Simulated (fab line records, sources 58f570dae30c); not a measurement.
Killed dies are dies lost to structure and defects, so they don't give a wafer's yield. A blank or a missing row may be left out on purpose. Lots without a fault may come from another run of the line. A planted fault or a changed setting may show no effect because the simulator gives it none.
Which tool did it? | flow berkeley_cmos170 | 14 lots, 42 wafers sampled, at 3 steps of a route of 331

WHAT THE GAUGES READ, wafer by wafer
UCB170_NLDD_TW_MEAS_11. Usual: NLDD_TW 2202, standard deviation 22.
lot  | measured     | on            | NLDD_TW        | flag
L238 | day 7 22:56  | film_metro-02 | 2220 2214 2233 |
L239 | day 8 10:55  | film_metro-02 | 2197 2194 2203 |
L242 | day 8 11:28  | film_metro-02 | 2208 2196 2195 |
L240 | day 8 11:46  | film_metro-04 | 2223 2213 2214 |
L244 | day 8 23:28  | film_metro-03 | 2178 2189 2180 |
L246 | day 9 16:44  | film_metro-02 | 2228 2224 2229 |
L247 | day 9 17:01  | film_metro-03 | 29 29 29       | OFF
L248 | day 10 06:44 | film_metro-03 | 30 30 30       | OFF
L252 | day 10 07:13 | film_metro-04 | 2220 2209 2223 |
L250 | day 10 07:55 | film_metro-03 | 2179 2174 2181 |
L257 | day 11 22:23 | film_metro-04 | 2200 2217 2210 |
L259 | day 12 07:59 | film_metro-04 | 2217 2217 2228 |
L258 | day 12 08:29 | film_metro-03 | 2153 2172 2168 |
L260 | day 12 21:20 | film_metro-02 | 2230 2224 2229 |

WHICH TOOL RAN EACH LOT (tool, then ch and the chambers of the sampled wafers, then the start)
lot  | UCB170_PLDD_STRIP_10                 | UCB170_NLDD_STRIP_10
L238 | plasma_asher-01 ch 0,1, day 7 20:35  | plasma_asher-02 ch 0,1, day 7 22:50
L239 | plasma_asher-03 ch 0,1, day 8 08:56  | plasma_asher-04 ch 0,1, day 8 10:49
L242 | plasma_asher-01 ch 0,1, day 8 09:25  | plasma_asher-04 ch 0,1, day 8 11:22
L240 | plasma_asher-03 ch 0,1, day 8 09:41  | plasma_asher-03 ch 0,1, day 8 11:40
L244 | plasma_asher-04 ch 0,1, day 8 20:28  | plasma_asher-04 ch 0,1, day 8 23:22
L246 | plasma_asher-01 ch 0, day 9 14:41    | plasma_asher-03 ch 0,1, day 9 16:37
L247 | plasma_asher-04 ch 0,1, day 9 14:58  | plasma_asher-02 ch 0,1, day 9 16:56
L248 | plasma_asher-03 ch 0,1, day 10 04:51 | plasma_asher-02 ch 0,1, day 10 06:38
L252 | plasma_asher-01 ch 0,1, day 10 05:08 | plasma_asher-04 ch 0,1, day 10 07:07
L250 | plasma_asher-04 ch 0,1, day 10 05:17 | plasma_asher-02 ch 0,1, day 10 07:48
L257 | plasma_asher-03 ch 0,1, day 11 20:29 | plasma_asher-03 ch 0,1, day 11 22:17
L259 | plasma_asher-01 ch 0,1, day 12 06:08 | plasma_asher-02 ch 0,1, day 12 07:54
L258 | plasma_asher-03 ch 0,1, day 12 06:23 | plasma_asher-04 ch 0,1, day 12 08:22
L260 | plasma_asher-04 ch 0,1, day 12 18:30 | plasma_asher-04 ch 0,1, day 12 21:14
- UCB170_PLDD_STRIP_10: strips in O2.
- UCB170_NLDD_STRIP_10: strips in O2.

WHAT THE TOOLS THEMSELVES READ (means of the sampled wafers that have a number; where no wafer has one, the mark that the record gives instead)
UCB170_PLDD_STRIP_10. Usual: chamber_pressure_mTorr 3500.1 mTorr, standard deviation 3; drypump_motor_current_A 5.85 A, standard deviation 0.27; oes_product_au 0.734 a.u., standard deviation 0.0043; strip_time_to_endpoint_s 21.64 s, standard deviation 0.059.
lot  | tool            | chamber_pressure_mTorr (mTorr) | drypump_motor_current_A (A) | oes_product_au (a.u.) | strip_time_to_endpoint_s (s) | flag
L238 | plasma_asher-01 | 3497.7                         | 5.68                        | 0.737                 | 21.59                        |
L239 | plasma_asher-03 | 3497.3                         | 5.72                        | 0.733                 | 21.68                        |
L242 | plasma_asher-01 | 3500.5                         | 5.69                        | 0.731                 | 21.64                        |
L240 | plasma_asher-03 | 3497.7                         | 5.72                        | 0.739                 | 21.69                        |
L244 | plasma_asher-04 | 3500.1                         | 6.07                        | 0.736                 | 21.59                        |
L246 | plasma_asher-01 | 3501.7                         | 5.98                        | 0.736                 | 21.63                        |
L247 | plasma_asher-04 | -                              | -                           | -                     | -                            | OFF
L248 | plasma_asher-03 | -                              | -                           | -                     | -                            | OFF
L252 | plasma_asher-01 | 3499.4                         | 5.83                        | 0.736                 | 21.70                        |
L250 | plasma_asher-04 | 3502.2                         | 6.19                        | 0.738                 | 21.57                        |
L257 | plasma_asher-03 | 3500.3                         | 5.72                        | 0.734                 | 21.66                        |
L259 | plasma_asher-01 | 3501.1                         | 5.82                        | 0.728                 | 21.56                        |
L258 | plasma_asher-03 | 3500.6                         | 5.71                        | 0.732                 | 21.55                        |
L260 | plasma_asher-04 | 3502.1                         | 6.07                        | 0.730                 | 21.62                        |

UCB170_NLDD_STRIP_10. Usual: chamber_pressure_mTorr 3500 mTorr, standard deviation 3.2; drypump_motor_current_A 5.8 A, standard deviation 0.32; oes_product_au 0.734 a.u., standard deviation 0.0047; strip_time_to_endpoint_s 21.65 s, standard deviation 0.063.
lot  | tool            | chamber_pressure_mTorr (mTorr) | drypump_motor_current_A (A) | oes_product_au (a.u.) | strip_time_to_endpoint_s (s) | flag
L238 | plasma_asher-02 | 3499                           | 5.6                         | 0.735                 | 21.67                        |
L239 | plasma_asher-04 | 3498                           | 6.0                         | 0.738                 | 21.64                        |
L242 | plasma_asher-04 | 3501                           | 6.0                         | 0.736                 | 21.54                        |
L240 | plasma_asher-03 | 3499                           | 5.7                         | 0.733                 | 21.71                        |
L244 | plasma_asher-04 | 3501                           | 6.0                         | 0.737                 | 21.68                        |
L246 | plasma_asher-03 | 3500                           | 5.7                         | 0.735                 | 21.66                        |
L247 | plasma_asher-02 | 3499                           | 5.5                         | 0.742                 | 47.87                        | OFF
L248 | plasma_asher-02 | 3502                           | 5.6                         | 0.741                 | 47.97                        | OFF
L252 | plasma_asher-04 | 3501                           | 6.1                         | 0.729                 | 21.65                        |
L250 | plasma_asher-02 | 3500                           | 5.5                         | 0.731                 | 21.63                        |
L257 | plasma_asher-03 | 3499                           | 5.6                         | 0.734                 | 21.63                        |
L259 | plasma_asher-02 | 3499                           | 5.6                         | 0.735                 | 21.59                        |
L258 | plasma_asher-04 | 3500                           | 6.0                         | 0.732                 | 21.64                        |
L260 | plasma_asher-04 | 3498                           | 6.2                         | 0.732                 | 21.71                        |

THE ANSWER, worked out from the rows above alone
Rule: a lot is off if the mean of its wafers that have a number lies more than 3 standard deviations from the usual mean. A lot without any number at a reading at which 4 lots or more have one is off too. The other lots that the step has rows for count as sound. The gauges are gone through in route order, then the tools' own readings, and for those a lot's mean is taken as printed above. The first step at which some lot is off is used, and at that step the reading that is off furthest; a lot without a number counts as furthest.
Off: L247, L248, at UCB170_NLDD_TW_MEAS_11 (NLDD_TW).
A tool fits if, at a process step before that reading, it ran every lot that is off, and no sound lot after the first of them. The gauges at UCB170_NLDD_TW_MEAS_11 aren't tried: what is off there is off at UCB170_PLDD_STRIP_10 too, on other tools, and a gauge's error can't cause that. None of those tried fits.

WHAT THE SIMULATOR HAD PUT IN
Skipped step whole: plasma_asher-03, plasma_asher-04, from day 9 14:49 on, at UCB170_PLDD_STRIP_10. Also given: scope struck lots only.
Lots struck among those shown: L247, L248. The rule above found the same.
